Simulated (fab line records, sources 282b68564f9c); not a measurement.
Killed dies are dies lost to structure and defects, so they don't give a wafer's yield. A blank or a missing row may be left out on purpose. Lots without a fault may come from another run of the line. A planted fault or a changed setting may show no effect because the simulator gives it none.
A struck lot beside a sound one | flow rit_cmos | 14 steps out of a route of 202
Sound: wafers L515.2, L515.3, L515.5. Struck: wafer L521.4. The cause comes at the end.
At each step with rows: each side's tool, then ch and its chambers, then its first start. Under that, the readings that differ: sound wafers | struck wafers | difference of the means | sigmas: that difference in standard deviations of wafers without a fault.
alike: readings whose means differ by less than 2 such deviations, and words and numbers that are the same on both sides. not compared: withheld readings, readings that some wafer has no value for, bounds like >300 that may hide the same value, and numbers for which the record gives no deviation and whose values overlap.
The two part at a step that has a row with sigmas, a row that says differs or no value, or rows on one side only. Numbers that don't overlap but have no deviation are shown without sigmas and don't part them. A reading that every wafer of one side lacks parts them only if that side has two wafers or more.

first, 1 step without rows for these wafers: RIT_ACTIVE_OXIDATION_01 (target thk 46.8 nm, ox time 3360 s).
RIT_ACTIVE_THK_MEAS_02:
  sound on film_metro-02, day 2 16:13; struck on film_metro-02, day 3 20:18
  alike: ACTIVE_OXIDE_THK
then, 1 step without rows for these wafers: RIT_ACTIVE_CVD_03 (deposits Si3N4 from SiH2Cl2/NH3, target thk 150 nm, time 1500 s).
RIT_ACTIVE_THK_MEAS_04:
  sound on film_metro-03, day 2 17:42; struck on film_metro-02, day 3 21:47
  alike: ACTIVE_NITRIDE_THK
then, 6 steps without rows for these wafers: RIT_ACTIVE_HMDS_05 (prime time 60 s); RIT_ACTIVE_COAT_06 (resist thk 1000 nm); RIT_ACTIVE_SOFTBAKE_07 (time 60 s); RIT_ACTIVE_EXPOSE_08 (exposes mask M1, target cd 1400 nm); RIT_ACTIVE_PEB_09; RIT_ACTIVE_DEVELOP_10 (develop time 50 s).
RIT_ACTIVE_CD_MEAS_11: target cd 1400 nm.
  sound on cd_sem-01, day 2 18:44; struck on cd_sem-02, day 3 22:43
  alike: cd_nm
then, 1 step without rows for these wafers: RIT_ACTIVE_HARDBAKE_12 (time 60 s).
RIT_ACTIVE_ETCH_13: etches Si3N4 in SF6, stops on SiO2, time 210 s, target depth 210 nm.
  sound on rie_diel-04 ch 1,2,3, day 2 18:59; struck on rie_diel-04 ch 1, day 3 22:56
  reading                                       | sound             | struck | difference | sigmas
  oes_product_au (a.u.)                         | 0.835 0.816 0.812 | 0.852  | +0.031     | +2
  model.NOVOLAK_of_ACTIVE_COAT_06.thk_nm (nm)   | 654.2 658.7 654.1 | 557    | -99        |
  model.ACTIVE.feature_depth_nm (nm)            | 148.7 149.2 149.6 | 198.4  | +49.2      |
  model.SiO2_of_ACTIVE_OXIDATION_01.thk_nm (nm) | 47.49 47.77 46.86 | 0      | -47        |
  alike: drypump_motor_current_A, throttle_valve_pct
  not compared: rf_hours_counter_h
RIT_ACTIVE_STRIP_14: strips in O2, time 180 s.
  sound on plasma_asher-04 ch 0, day 2 19:07; struck on plasma_asher-01 ch 1, day 3 23:07
  alike: drypump_motor_current_A
  not compared: rf_hours_counter_h

WHERE THEY PART
Only at RIT_ACTIVE_ETCH_13, within this record. Later steps at which nothing parts them and some readings are alike: RIT_ACTIVE_STRIP_14.

WHY: what the simulator had put in
Process parameter drift: rie_diel-04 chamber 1, from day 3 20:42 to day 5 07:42, at RIT_ACTIVE_ETCH_13. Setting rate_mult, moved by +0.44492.
